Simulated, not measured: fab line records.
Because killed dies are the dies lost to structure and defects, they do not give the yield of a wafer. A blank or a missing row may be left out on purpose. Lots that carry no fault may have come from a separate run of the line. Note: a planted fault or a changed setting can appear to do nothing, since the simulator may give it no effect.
fab line records / flow rit-cmos
record lots=14 wafers=42 last-day=7
route steps=202 shown ACTIVE@9
lots with no fault: from the same line, run without faults
start-h: start of the lot's first displayed wafer, in hours after the record's first day / wait-h: how many hours have passed since the lot's step before this one / " repeats the value in the row above / L1.1+2: one row covering several wafers at once / - no value present, or no start provided / * or withheld: withheld / < > ~ a bound
route shown NAME@n: names a module that has steps shown in the file, with the first one's number in the route / usual: mean/standard deviation taken from wafers without a fault / same: alike in all rows / chamber/n: place in a boat / sites: per-site readings / _std_site: the values' standard deviation / _edge_site: mean of outer sites minus mean of inner sites / radius-mm: for every site, how far away it sits from the centre of the wafer / mask NAME#n: copy n / behind: tool/chamber where the wafer was last shaped / hold: why the lot was held/for how many hours/how that ended / device: transistor that didn't switch, given as n, p or np / end of line: the route-end tests of the same wafers / for a step that has no rows: nothing shown but its recipe / killed: dies lost to structure and defects at the first sort, not the wafer's yield / map: a wafer's dies, x killed, . not, _ none there
set.NAME: the setting that was run; set.NAME@STEP: the one run at that earlier step / model.NAME: the simulator's own value behind a step, which no gauge read
route steps across a sampled set of lots; one table per step, one row per wafer
services: from which hour (start-h, from the record's first day; less than 0 if before it) a tool's chamber was out of use, for how many hours, and why
## steps
# step RIT_ACTIVE_EXPOSE_08
# recipe mask-id=M1 na=0.6 source-shape=conventional sigma-outer=0.6 target-cd-nm=1400 dose-mj=225
# usual exposure-dose-mJ-cm2=225.8/0.64 focus-offset-nm=0.0/0.49 stage-vel-mm-s=500.01/0.25
lot.wafer=L750.1 tool=iline-stepper-01 chamber=0 start-h=20.62 wait-h=0.1 mask=M1#0 exposure-dose-mJ-cm2=225.6 focus-offset-nm=0.0 stage-vel-mm-s=499.68
lot.wafer=L750.2 tool=iline-stepper-01 chamber=0 start-h=20.62 wait-h=0.1 mask=M1#0 exposure-dose-mJ-cm2=226.4 focus-offset-nm=-0.2 stage-vel-mm-s=500.04
lot.wafer=L750.4 tool=iline-stepper-01 chamber=0 start-h=20.62 wait-h=0.1 mask=M1#0 exposure-dose-mJ-cm2=226.0 focus-offset-nm=-0.4 stage-vel-mm-s=499.74
lot.wafer=L752.1 tool=iline-stepper-01 chamber=0 start-h=29.08 wait-h=0.1 mask=M1#0 exposure-dose-mJ-cm2=226.2 focus-offset-nm=-0.1 stage-vel-mm-s=500.24
lot.wafer=L752.5 tool=iline-stepper-01 chamber=0 start-h=29.08 wait-h=0.1 mask=M1#0 exposure-dose-mJ-cm2=226.3 focus-offset-nm=0.3 stage-vel-mm-s=500.26
lot.wafer=L752.6 tool=iline-stepper-01 chamber=0 start-h=29.08 wait-h=0.1 mask=M1#0 exposure-dose-mJ-cm2=226.2 focus-offset-nm=-0.3 stage-vel-mm-s=500.48
lot.wafer=L754.1 tool=iline-stepper-02 chamber=0 start-h=41.06 wait-h=0.1 mask=M1#0 exposure-dose-mJ-cm2=224.5 focus-offset-nm=-0.2 stage-vel-mm-s=499.87
lot.wafer=L754.2 tool=iline-stepper-02 chamber=0 start-h=41.06 wait-h=0.1 mask=M1#0 exposure-dose-mJ-cm2=224.8 focus-offset-nm=0.5 stage-vel-mm-s=499.89
lot.wafer=L754.5 tool=iline-stepper-02 chamber=0 start-h=41.06 wait-h=0.1 mask=M1#0 exposure-dose-mJ-cm2=224.8 focus-offset-nm=0.0 stage-vel-mm-s=499.60
lot.wafer=L755.2 tool=iline-stepper-01 chamber=- start-h=45.49 wait-h=0.2 mask=M1#0 exposure-dose-mJ-cm2=- focus-offset-nm=- stage-vel-mm-s=-
lot.wafer=L755.3 tool=iline-stepper-01 chamber=- start-h=45.49 wait-h=0.2 mask=M1#0 exposure-dose-mJ-cm2=- focus-offset-nm=- stage-vel-mm-s=-
lot.wafer=L755.5 tool=iline-stepper-01 chamber=- start-h=45.49 wait-h=0.2 mask=M1#0 exposure-dose-mJ-cm2=- focus-offset-nm=- stage-vel-mm-s=-
lot.wafer=L756.2 tool=iline-stepper-01 chamber=- start-h=51.41 wait-h=0.1 mask=M1#0 exposure-dose-mJ-cm2=- focus-offset-nm=- stage-vel-mm-s=-
lot.wafer=L756.5 tool=iline-stepper-01 chamber=- start-h=51.41 wait-h=0.1 mask=M1#0 exposure-dose-mJ-cm2=- focus-offset-nm=- stage-vel-mm-s=-
lot.wafer=L756.6 tool=iline-stepper-01 chamber=- start-h=51.41 wait-h=0.1 mask=M1#0 exposure-dose-mJ-cm2=- focus-offset-nm=- stage-vel-mm-s=-
lot.wafer=L759.2 tool=iline-stepper-01 chamber=0 start-h=66.06 wait-h=0.1 mask=M1#0 exposure-dose-mJ-cm2=226.5 focus-offset-nm=-0.3 stage-vel-mm-s=499.59
lot.wafer=L759.3 tool=iline-stepper-01 chamber=0 start-h=66.06 wait-h=0.1 mask=M1#0 exposure-dose-mJ-cm2=226.2 focus-offset-nm=-0.2 stage-vel-mm-s=499.70
lot.wafer=L759.4 tool=iline-stepper-01 chamber=0 start-h=66.06 wait-h=0.1 mask=M1#0 exposure-dose-mJ-cm2=226.3 focus-offset-nm=0.2 stage-vel-mm-s=499.42
lot.wafer=L764.1 tool=iline-stepper-01 chamber=0 start-h=89.56 wait-h=0.2 mask=M1#0 exposure-dose-mJ-cm2=226.5 focus-offset-nm=0.1 stage-vel-mm-s=500.20
lot.wafer=L764.2 tool=iline-stepper-01 chamber=0 start-h=89.56 wait-h=0.2 mask=M1#0 exposure-dose-mJ-cm2=226.2 focus-offset-nm=0.3 stage-vel-mm-s=500.09
lot.wafer=L764.6 tool=iline-stepper-01 chamber=0 start-h=89.56 wait-h=0.2 mask=M1#0 exposure-dose-mJ-cm2=226.3 focus-offset-nm=0.5 stage-vel-mm-s=499.66
lot.wafer=L765.2 tool=iline-stepper-01 chamber=0 start-h=94.62 wait-h=0.1 mask=M1#0 exposure-dose-mJ-cm2=226.1 focus-offset-nm=0.1 stage-vel-mm-s=500.31
lot.wafer=L765.3 tool=iline-stepper-01 chamber=0 start-h=94.62 wait-h=0.1 mask=M1#0 exposure-dose-mJ-cm2=226.2 focus-offset-nm=-0.2 stage-vel-mm-s=500.31
lot.wafer=L765.6 tool=iline-stepper-01 chamber=0 start-h=94.62 wait-h=0.1 mask=M1#0 exposure-dose-mJ-cm2=226.1 focus-offset-nm=-0.2 stage-vel-mm-s=500.25
lot.wafer=L766.1 tool=iline-stepper-01 chamber=0 start-h=99.08 wait-h=0.2 mask=M1#0 exposure-dose-mJ-cm2=226.3 focus-offset-nm=0.2 stage-vel-mm-s=499.85
lot.wafer=L766.2 tool=iline-stepper-01 chamber=0 start-h=99.08 wait-h=0.2 mask=M1#0 exposure-dose-mJ-cm2=226.1 focus-offset-nm=0.3 stage-vel-mm-s=499.76
lot.wafer=L766.6 tool=iline-stepper-01 chamber=0 start-h=99.08 wait-h=0.2 mask=M1#0 exposure-dose-mJ-cm2=225.9 focus-offset-nm=-0.2 stage-vel-mm-s=500.06
lot.wafer=L768.1 tool=iline-stepper-01 chamber=0 start-h=111.98 wait-h=0.2 mask=M1#0 exposure-dose-mJ-cm2=225.8 focus-offset-nm=0.4 stage-vel-mm-s=500.09
lot.wafer=L768.4 tool=iline-stepper-01 chamber=0 start-h=111.98 wait-h=0.2 mask=M1#0 exposure-dose-mJ-cm2=225.7 focus-offset-nm=0.8 stage-vel-mm-s=500.24
lot.wafer=L768.6 tool=iline-stepper-01 chamber=0 start-h=111.98 wait-h=0.2 mask=M1#0 exposure-dose-mJ-cm2=225.8 focus-offset-nm=0.8 stage-vel-mm-s=499.90
lot.wafer=L769.2 tool=iline-stepper-02 chamber=0 start-h=115.29 wait-h=0.2 mask=M1#0 exposure-dose-mJ-cm2=224.9 focus-offset-nm=0.5 stage-vel-mm-s=499.94
lot.wafer=L769.4 tool=iline-stepper-02 chamber=0 start-h=115.29 wait-h=0.2 mask=M1#0 exposure-dose-mJ-cm2=224.8 focus-offset-nm=0.3 stage-vel-mm-s=499.78
lot.wafer=L769.5 tool=iline-stepper-02 chamber=0 start-h=115.29 wait-h=0.2 mask=M1#0 exposure-dose-mJ-cm2=224.7 focus-offset-nm=0.5 stage-vel-mm-s=500.08
lot.wafer=L770.1 tool=iline-stepper-01 chamber=0 start-h=119.17 wait-h=0.2 mask=M1#0 exposure-dose-mJ-cm2=225.9 focus-offset-nm=-0.6 stage-vel-mm-s=500.20
lot.wafer=L770.2 tool=iline-stepper-01 chamber=0 start-h=119.17 wait-h=0.2 mask=M1#0 exposure-dose-mJ-cm2=226.4 focus-offset-nm=-0.2 stage-vel-mm-s=500.02
lot.wafer=L770.4 tool=iline-stepper-01 chamber=0 start-h=119.17 wait-h=0.2 mask=M1#0 exposure-dose-mJ-cm2=226.3 focus-offset-nm=-0.1 stage-vel-mm-s=499.98
lot.wafer=L771.2 tool=iline-stepper-01 chamber=0 start-h=124.39 wait-h=0.1 mask=M1#0 exposure-dose-mJ-cm2=226.5 focus-offset-nm=0.3 stage-vel-mm-s=500.16
lot.wafer=L771.4 tool=iline-stepper-01 chamber=0 start-h=124.39 wait-h=0.1 mask=M1#0 exposure-dose-mJ-cm2=226.5 focus-offset-nm=0.3 stage-vel-mm-s=500.07
lot.wafer=L771.5 tool=iline-stepper-01 chamber=0 start-h=124.39 wait-h=0.1 mask=M1#0 exposure-dose-mJ-cm2=226.3 focus-offset-nm=0.5 stage-vel-mm-s=500.23
lot.wafer=L772.1 tool=iline-stepper-01 chamber=0 start-h=129.50 wait-h=0.1 mask=M1#0 exposure-dose-mJ-cm2=226.2 focus-offset-nm=-1.1 stage-vel-mm-s=499.72
lot.wafer=L772.4 tool=iline-stepper-01 chamber=0 start-h=129.50 wait-h=0.1 mask=M1#0 exposure-dose-mJ-cm2=226.4 focus-offset-nm=-1.7 stage-vel-mm-s=499.81
lot.wafer=L772.6 tool=iline-stepper-01 chamber=0 start-h=129.50 wait-h=0.1 mask=M1#0 exposure-dose-mJ-cm2=226.5 focus-offset-nm=-0.4 stage-vel-mm-s=499.94
## services
tool=iline-stepper-01 chamber=- start-h=1.95 hours=- kind=calibration
tool=iline-stepper-01 chamber=- start-h=61.48 hours=1.7 kind=pm
tool=iline-stepper-01 chamber=0 start-h=71.56 hours=- kind=calibration
tool=iline-stepper-02 chamber=- start-h=95.08 hours=4.4 kind=pm
tool=iline-stepper-01 chamber=- start-h=106.96 hours=4.4 kind=pm
tool=iline-stepper-02 chamber=- start-h=115.69 hours=1.7 kind=pm
## key
first-sign step=RIT_ACTIVE_EXPOSE_08 reading=tool-record direction=missing
effect none on later readings
met-at RIT_ACTIVE_EXPOSE_08
struck-lots L755,L756
later-rows-left-out L755.2,L755.3,L755.5,L756.2,L756.5,L756.6
sort-left-out L755.2,L755.3,L755.5,L756.2,L756.5,L756.6
tester-left-out L755,L756
onset-between 29.08 45.49
fault kind=skipped-step-whole tool=iline-stepper-01 chamber=- onset-h=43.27 steps=RIT_ACTIVE_EXPOSE_08 scope=struck-lots-only
# tester-left-out: of these lots the tester's yield and bins aren't shown, on N5 and GAA mostly nor the transistor test; their killed dies are dies lost to structure and defects alone, not to doping, threshold or leakage, so they don't give the yield
# sort-left-out: the simulated sort isn't trusted on such a fault, so these wafers' sort isn't shown, and their yield isn't known
# later-rows-left-out: the simulator's readings of these wafers behind a module that went badly wrong aren't trusted and aren't shown, but for the sort
